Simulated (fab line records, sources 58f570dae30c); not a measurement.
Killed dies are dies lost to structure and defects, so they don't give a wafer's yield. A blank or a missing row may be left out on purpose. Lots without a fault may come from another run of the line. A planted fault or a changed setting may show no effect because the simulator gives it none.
fab line records | flow berkeley_cmos170
record lots=6 wafers=18 last_day=11
route steps=331 shown NWELL@27 PWELL@34
lots that met no fault: from a run of the same line without faults
start_h: hours from the record's first day to the start of the lot's first wafer shown | wait_h: hours since the lot's step before | " the same as in the row above | L1.1+2: a row that stands for several wafers | - no value, or no start given | * or withheld: withheld | < > ~ a bound
route shown NAME@n: a module of which the file shows steps, and the number in the route of the first | usual: mean/standard deviation of fault-free wafers | same: alike in all rows | chamber/n: place in a boat | sites: the reading at each site | _std_site: their standard deviation | _edge_site: outer sites' mean less inner sites' | radius_mm: how far each site lies from the wafer's centre | mask NAME#n: copy n | behind: the tool/chamber that last shaped the wafer | hold: why the lot was held/for how many hours/how that ended | device: the transistor (n, p or np) that didn't switch | end of line: the same wafers' tests at the end of the route | a step without rows: its recipe alone | killed: dies lost to structure and defects at the first sort, not the wafer's yield | map: a wafer's dies, x killed, . not, _ none there
set.NAME: the setting as run; set.NAME@STEP: as run at that earlier step | model.NAME: the simulator's own value behind a step, which no gauge read
lots at some steps of the route; a table a step, a row a wafer
services: from which hour (start_h, from the record's first day; less than 0 if before it) a tool's chamber was out of use, for how many hours, and why
## steps
# step UCB170_NWELL_ETCH_13
# recipe chemistry=CH3F/Ar/O2 target=Si3N4 stop_on=SiO2 CH3F_flow_sccm=20 Ar_flow_sccm=50 O2_flow_sccm=7 pressure_mtorr=50 rf_w=450 target_depth_a=2464 over_etch_frac=0.1 time_s=154
# usual drypump_motor_current_A=5.8/0.38 oes_product_au=0.944/0.013 throttle_valve_pct=8.04/0.14
# columns lot.wafer tool chamber start_h wait_h drypump_motor_current_A oes_product_au rf_hours_counter_h throttle_valve_pct
L171.1 rie_diel-01 2 77.37 0.0 5.6 0.956 7 7.95
L171.4 " 3 " " 5.4 0.940 132 7.92
L171.6 " 1 " " 5.7 0.936 - 7.91
L172.4 rie_diel-02 0 81.69 0.0 6.1 0.963 10 8.22
L172.5 " 0 " " 6.1 0.944 - 8.20
L172.6 " 3 " " 5.6 0.941 - 7.87
L173.1 rie_diel-01 0 88.05 0.0 5.4 0.933 125 7.96
L173.3 " 1 " " 5.8 0.940 100 7.89
L173.5 " 0 " " 5.3 0.944 - 7.97
L174.1 rie_diel-03 3 88.29 0.0 5.7 0.914 101 8.19
L174.2 " 2 " " 6.8 0.952 12 8.11
L174.4 " 1 " " 5.6 0.945 0 7.94
L179.3 rie_diel-02 1 102.54 0.0 5.5 0.937 8 8.31
L179.4 " 2 " " 6.0 0.950 51 8.15
L179.6 " 0 " " 6.1 0.968 - 8.21
L185.3 rie_diel-01 2 133.89 0.0 5.6 0.953 10 7.97
L185.4 " 1 " " 5.7 0.945 102 7.91
L185.6 " 0 " " 5.3 0.933 - 7.96
# step UCB170_NWELL_IMPLANT_14
# recipe species=P dose_cm2=1e+13 energy_kev=150 tilt_deg=7
# step UCB170_NWELL_STRIP_15
# recipe chemistry=O2 power_w=400 pressure_mtorr=3500 platen_temp_c=withheld o2_flow_sccm=400 overash_fraction=0.5
# usual drypump_motor_current_A=6.1/0.38 oes_product_au=0.721/0.0048 strip_time_to_endpoint_s=18.01/0.078
# columns lot.wafer tool chamber start_h wait_h drypump_motor_current_A oes_product_au rf_hours_counter_h strip_time_to_endpoint_s
L171.1 plasma_asher-01 0 77.62 0.1 5.5 0.718 38 17.98
L171.4 " 0 " " 5.5 0.715 - 17.96
L171.6 " 1 " " 6.6 0.719 - 17.98
L172.4 plasma_asher-01 0 81.98 0.1 5.5 0.722 - 18.00
L172.5 " 1 " " 6.6 0.724 - 18.00
L172.6 " 0 " " 5.5 0.716 - 18.03
L173.1 plasma_asher-01 0 88.30 0.1 5.5 0.719 40 18.00
L173.3 " 1 " " 6.6 0.728 - 18.00
L173.5 " 0 " " 5.5 0.720 - 17.92
L174.1 plasma_asher-02 0 88.54 0.1 6.1 0.726 30 18.04
L174.2 " 1 " " 5.8 0.719 30 17.98
L174.4 " 0 " " 6.1 0.731 - 18.03
L179.3 plasma_asher-01 0 102.82 0.1 5.5 0.715 - 18.04
L179.4 " 1 " " 6.6 0.725 - 18.09
L179.6 " 0 " " 5.5 0.714 - 18.02
L185.3 plasma_asher-04 1 134.18 0.1 6.6 0.733 - 17.84
L185.4 " 0 " " 6.3 0.714 - 17.95
L185.6 " 1 " " 6.6 0.714 - 18.04
# step UCB170_NWELL_TW_MEAS_16
# usual NWELL_TW=1236/20
# columns lot.wafer tool chamber start_h wait_h NWELL_TW
L171.1 film_metro-03 - 77.72 0.1 1213
L171.4 " - " " 1217
L171.6 " - " " 1211
L172.4 film_metro-03 - 82.07 0.1 1214
L172.5 " - " " 1214
L172.6 " - " " 1216
L173.1 film_metro-02 - 88.40 0.1 1244
L173.3 " - " " 1252
L173.5 " - " " 1249
L174.1 film_metro-02 - 88.64 0.1 1249
L174.2 " - " " 1249
L174.4 " - " " 1253
L179.3 film_metro-03 - 102.91 0.1 1211
L179.4 " - " " 1209
L179.6 " - " " 1211
L185.3 film_metro-02 - 134.26 0.1 1250
L185.4 " - " " 1244
L185.6 " - " " 1244
# step UCB170_NWELL_CLEAN_17
# recipe chemistry=SPM temp_c=120 time_s=600
# step UCB170_NWELL_WET_ETCH_18
# recipe chemistry=H3PO4 target=Si3N4 temp_c=160 time_s=14400
# step UCB170_NWELL_WET_ETCH_19
# recipe chemistry=BOE dilution=5:1 target=SiO2 temp_c=25 time_s=22
# step UCB170_PWELL_CLEAN_00
# recipe chemistry=SPM temp_c=120 time_s=600
# step UCB170_PWELL_CLEAN_01
# recipe chemistry=dHF dilution=25:1 time_s=60
# step UCB170_PWELL_OXIDATION_02
# recipe temp_c=1000 ambient=O2 target_thk_a=264 ox_time_s=1260
# step UCB170_PWELL_THK_MEAS_03
# recipe reads=SiO2_of_PWELL_OXIDATION_02
# usual PWELL_OXIDE_THK=26.8/0.44
# columns lot.wafer tool chamber start_h wait_h PWELL_OXIDE_THK[nm]
L171.1 film_metro-03 - 89.53 0.0 26.3
L171.4 " - " " 26.7
L171.6 " - " " 26.7
L172.4 film_metro-01 - 89.56 0.0 27.3
L172.5 " - " " 26.8
L172.6 " - " " 27.1
L173.1 film_metro-01 - 97.23 0.0 26.9
L173.3 " - " " 27.4
L173.5 " - " " 27.2
L174.1 film_metro-03 - 97.23 0.0 26.2
L174.2 " - " " 26.5
L174.4 " - " " 26.2
L179.3 film_metro-03 - 111.48 0.0 26.8
L179.4 " - " " 26.8
L179.6 " - " " 26.9
L185.3 film_metro-03 - 142.68 0.0 27.4
L185.4 " - " " 28.0
L185.6 " - " " 27.7
# step UCB170_PWELL_ANNEAL_04
# recipe temp_c=1000 time_s=900 ambient=N2
# step UCB170_PWELL_CVD_05
# recipe material=Si3N4 target_thk_nm=220 temp_c=800 precursor=SiH2Cl2/NH3 time_s=3300 pressure_mtorr=200 sih2cl2_flow_sccm=23.77 nh3_flow_sccm=75
# usual spike_tc_load_C=825.1/1.8
# columns lot.wafer tool chamber start_h wait_h spike_tc_load_C model.Si3N4_of_PWELL_CVD_05.thk_nm
L171.1 lpcvd-01 1 94.63 0.0 826.6 217.9
L171.4 " 1 " " 826.3 221.1
L171.6 " 1 " " 824.4 220.4
L172.4 lpcvd-01 0 94.63 0.0 825.9 217.2
L172.5 " 0 " " 825.5 218.9
L172.6 " 0 " " 825.2 219.2
L173.1 lpcvd-01 0 101.65 0.7 825.4 292.7
L173.3 " 0 " " 826.4 292.7
L173.5 " 0 " " 824.7 291
L174.1 lpcvd-01 0 101.65 0.7 825.8 295.3
L174.2 " 0 " " 827.1 295.6
L174.4 " 0 " " 824.8 293.8
L179.3 lpcvd-02 0 115.54 0.0 824.7 215.6
L179.4 " 0 " " 824.4 216.6
L179.6 " 0 " " 826.6 216.3
L185.3 lpcvd-02 1 146.40 0.7 823.4 213.7
L185.4 " 1 " " 822.5 214.6
L185.6 " 1 " " 821.3 213.6
# step UCB170_PWELL_THK_MEAS_06
# recipe reads=Si3N4_of_PWELL_CVD_05
# usual PWELL_NITRIDE_THK=216.9/2.1
# columns lot.wafer tool chamber start_h wait_h hold PWELL_NITRIDE_THK[nm]
L172.4 film_metro-04 - 96.58 0.0 - 217.3
L172.5 " - " " - 218.8
L172.6 " - " " - 219.1
L171.1 film_metro-03 - 96.61 0.1 - 217.9
L171.4 " - " " - 221.1
L171.6 " - " " - 220.4
L173.1 film_metro-01 - 103.56 0.0 await_dispo/0.2h/release 292.6
L173.3 " - " " await_dispo/0.2h/release 293.0
L173.5 " - " " await_dispo/0.2h/release 291.3
L173.1 film_metro-01 - 103.79 0.2 - 292.8
L173.3 " - " " - 292.8
L173.5 " - " " - 291.0
L174.1 film_metro-03 - 103.56 0.0 await_dispo/0.2h/release 295.3
L174.2 " - " " await_dispo/0.2h/release 295.5
L174.4 " - " " await_dispo/0.2h/release 293.8
L174.1 film_metro-03 - 103.79 0.2 - 295.3
L174.2 " - " " - 295.8
L174.4 " - " " - 293.8
L179.3 film_metro-01 - 117.48 0.0 - 215.6
L179.4 " - " " - 216.7
L179.6 " - " " - 216.3
L185.3 film_metro-01 - 148.33 0.0 - 213.4
L185.4 " - " " - 214.6
L185.6 " - " " - 213.6
# step UCB170_PWELL_COAT_08
# recipe resist=KrF spin_rpm=1500 resist_thk_nm=900
# step UCB170_PWELL_SOFTBAKE_09
# recipe resist=KrF temp_c=130 time_s=60
# step UCB170_PWELL_EXPOSE_10
# recipe mask_id=PWELL target_cd_nm=3000 na=0.5 sigma_outer=0.6 source_shape=conventional dose_mj=19
# step UCB170_PWELL_PEB_11
# recipe peb_temp_c=130 peb_time_s=withheld resist=KrF
# step UCB170_PWELL_DEVELOP_12
# recipe developer=TMAH develop_time_s=45 resist=KrF dev_temp_c=21
# step UCB170_PWELL_OVL_MEAS_13
# usual PWELL_OVL=1/6.2
# columns lot.wafer tool chamber start_h wait_h PWELL_OVL[nm]
L172.4 overlay-02 - 98.25 - 1
L172.5 " - " " 1
L172.6 " - " " 1
L171.1 overlay-02 - 98.69 - 14
L171.4 " - " " 12
L171.6 " - " " 16
L174.1 overlay-02 - 106.78 - 4
L174.2 " - " " 2
L174.4 " - " " 4
L173.1 overlay-02 - 111.79 - -3
L173.3 " - " " 2
L173.5 " - " " 0
L179.3 overlay-02 - 119.23 - -4
L179.4 " - " " -2
L179.6 " - " " 3
L185.3 overlay-02 - 150.87 - 9
L185.4 " - " " 9
L185.6 " - " " 2
# step UCB170_PWELL_ETCH_14
# recipe chemistry=CH3F/Ar/O2 target=Si3N4 stop_on=SiO2 CH3F_flow_sccm=20 Ar_flow_sccm=50 O2_flow_sccm=7 pressure_mtorr=50 rf_w=450 target_depth_a=2420 over_etch_frac=0.1 time_s=151
# usual drypump_motor_current_A=5.9/0.45 oes_product_au=0.931/0.014 throttle_valve_pct=8.08/0.13
# columns lot.wafer tool chamber start_h wait_h drypump_motor_current_A oes_product_au rf_hours_counter_h throttle_valve_pct model.etch.depth_nm
L172.4 rie_diel-01 3 98.27 0.0 5.4 0.923 132 7.92 217.2
L172.5 " 2 " " 5.6 0.958 - 7.96 218.9
L172.6 " 1 " " 5.7 0.939 - 7.91 219.2
L171.1 rie_diel-03 2 98.72 0.0 6.8 0.943 12 8.10 217.9
L171.4 " 1 " " 5.7 0.947 1 7.95 221.1
L171.6 " 3 " " 5.7 0.919 - 8.20 220.4
L174.1 rie_diel-04 2 106.82 0.0 5.3 1.001 3 8.06 240.3
L174.2 " 0 " " 5.6 0.997 146 8.16 240.6
L174.4 " 3 " " 5.9 0.985 13 8.30 244.2
L173.1 rie_diel-03 3 111.83 0.0 5.7 0.968 102 8.19 239.1
L173.3 " 0 " " 6.2 0.993 93 8.07 242.9
L173.5 " 0 " " 6.2 1.002 - 8.06 246.6
L179.3 rie_diel-01 2 119.25 0.0 5.6 0.949 9 7.95 215.6
L179.4 " 3 " " 5.4 0.934 133 7.92 216.6
L179.6 " 2 " " 5.6 0.953 - 7.94 216.3
L185.3 rie_diel-03 3 150.90 0.0 5.7 0.898 104 8.22 213.7
L185.4 " 0 " " 6.2 0.923 - 8.05 214.6
L185.6 " 2 " " 6.8 0.933 - 8.11 213.6
# step UCB170_PWELL_IMPLANT_15
# recipe species=B dose_cm2=5e+12 energy_kev=59.38 tilt_deg=7
## services
# columns tool chamber start_h hours kind
rie_diel-02 3 60.32 1.7 repair
rie_diel-03 1 68.97 - clean
rie_diel-03 1 68.97 10.1 scheduled_down
rie_diel-03 1 68.97 10.1 vent_cycle
rie_diel-04 2 78.54 1.4 repair
rie_diel-04 3 78.60 1.5 repair
rie_diel-04 - 89.03 0.8 repair
rie_diel-04 0 114.62 13.0 repair
plasma_asher-04 - 116.83 9.1 repair
rie_diel-02 3 124.37 14.3 repair
rie_diel-02 2 132.89 11.5 repair
plasma_asher-02 - 133.03 0.4 repair
rie_diel-03 1 143.01 35.9 repair
## key
first_sign step=UCB170_PWELL_THK_MEAS_06 reading=visit direction=added
effect step=UCB170_PWELL_THK_MEAS_06 reading=PWELL_NITRIDE_THK direction=up sigmas=37 usual=216.9 struck=293.6
effect step=UCB170_PWELL_ETCH_14 reading=oes_product_au direction=up sigmas=4.3 usual=0.931 struck=0.991
model_effect step=UCB170_PWELL_CVD_05 value=Si3N4_of_PWELL_CVD_05.thk_nm without=218 struck=293.5
model_effect step=UCB170_PWELL_ETCH_14 value=etch.depth_nm without=218 struck=242.3
met_at UCB170_PWELL_CVD_05
struck_wafers L173.1,L173.3,L173.5,L174.1,L174.2,L174.4
later_rows_left_out L173.1,L173.3,L173.5,L174.1,L174.2,L174.4
sort_left_out L173.1,L173.3,L173.5,L174.1,L174.2,L174.4
tester_left_out L173,L174
onset_between 94.63 101.65
fault kind=process_parameter_drift tool=lpcvd-01 chamber=0 onset_h=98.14 steps=UCB170_PWELL_CVD_05 channel=target_thk_nm offset=76.428 shape=step end_h=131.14 acts_in=these_recipes_only stated=220
# tester_left_out: of these lots the tester's yield and bins aren't shown, on N5 and GAA mostly nor the transistor test; their killed dies are dies lost to structure and defects alone, not to doping, threshold or leakage, so they don't give the yield
# sort_left_out: the simulated sort isn't trusted on such a fault, so these wafers' sort isn't shown, and their yield isn't known
# later_rows_left_out: the simulator's readings of these wafers behind a module that went badly wrong aren't trusted and aren't shown, but for the sort
